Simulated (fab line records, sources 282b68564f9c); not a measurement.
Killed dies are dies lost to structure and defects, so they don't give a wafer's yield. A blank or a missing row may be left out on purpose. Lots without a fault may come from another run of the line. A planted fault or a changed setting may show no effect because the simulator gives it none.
Problem report in the 8D (eight disciplines) form, filled by code | flow rit_cmos | the parts of the form that need people (team, actions taken, sign-off) are left out

1. THE PROBLEM
SILICIDE_TI_RS at RIT_SILICIDE_RS_MEAS_02 reads a mean of 78.6 ohm/sq on 3 wafers of 2 lots; wafers without a fault read 47.5 ohm/sq with a standard deviation of 0.74. That is +42 standard deviations from the usual mean.
The step: measures by four-point-probe.
First seen on wafer L600.1, day 3 16:59, on film_metro-03. The record holds 42 wafers of 14 lots with a number at this step. Rule for "out", or "out of limits": more than 4 standard deviations from the usual mean. The other wafers with a number count as sound.

2. WHAT IT IS AND WHAT IT IS NOT
question                    | is                           | is not
which readings at this step | SILICIDE_TI_RS               | -
which lots                  | L600, L602                   | L597, L599, L601, L609, L611, L612, L614, L615, L616, L617, L618, L619
which wafers of those lots  | L600.1, L602.2, L602.6       | L600.3, L600.5, L602.1
read on which gauges        | film_metro-01, film_metro-03 | film_metro-02
when                        | from day 3 16:59             | up to then (8 sound wafers); but 31 sound wafers of L601, L602, L609, L611, L612, L614, L615, L616, L617, L618, L619 came after

3. SUSPECTS, AND WHAT RULES EACH OUT
Counting: a tool at a process step up to the reading stays a suspect if it ran every lot that is out. Sound lots after the first of them don't rule it out here, since some wafers of a struck lot are sound.
- the gauge at RIT_SILICIDE_RS_MEAS_02: ruled out. The wafers that are out were read on 2 gauges (film_metro-01, film_metro-03).
- pvd_sputter-01 at RIT_SILICIDE_SPUTTER_01 (material Ti, target thk 30 nm, time 240 s): kept. It ran every lot that is out, first L600 (day 3 16:50); its last sound lot up to then is L599 (day 3 11:46).
Left after counting: pvd_sputter-01 at RIT_SILICIDE_SPUTTER_01.

4. THE CAUSE (what the simulator had put in)
Process parameter drift: pvd_sputter-01, from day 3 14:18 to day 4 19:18, at RIT_SILICIDE_SPUTTER_01. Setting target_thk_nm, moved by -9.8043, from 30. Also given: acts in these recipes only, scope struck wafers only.
Counting left only this tool.

5. THE CHAIN OF EFFECTS, in route order
Each row: a reading whose mean over the struck wafers that have a number lies more than 3 standard deviations from the usual. Only readings for which the record gives a usual standard deviation are gone through. hours: the time from each lot's start at the first step in this table that gives one to its start at this step, as a median over the lots. sigmas: the change in usual standard deviations.
hours | step                     | reading         | usual       | on struck wafers | change | sigmas
0     | RIT_SILICIDE_RS_MEAS_02  | SILICIDE_TI_RS  | 47.5 ohm/sq | 78.6             | +31.1  | +42
0     | RIT_SILICIDE_THK_MEAS_03 | SILICIDE_TI_THK | 30.3 nm     | 20.4             | -9.9   | -24

6. WHAT WOULD HAVE CAUGHT IT SOONER
In this record the first reading out of limits at a measuring or inspecting step was taken at day 3 16:59, 3 hours after the fault began at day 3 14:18.
Of the tool readings at RIT_SILICIDE_SPUTTER_01 for which the record gives a usual standard deviation, none was out on any struck wafer, so an alarm limit of 4 standard deviations on them would not have fired.
Of the lots that are out (2), L602 began RIT_SILICIDE_SPUTTER_01 on pvd_sputter-01 after day 3 16:59. A hold on the tool at that time would have spared it.
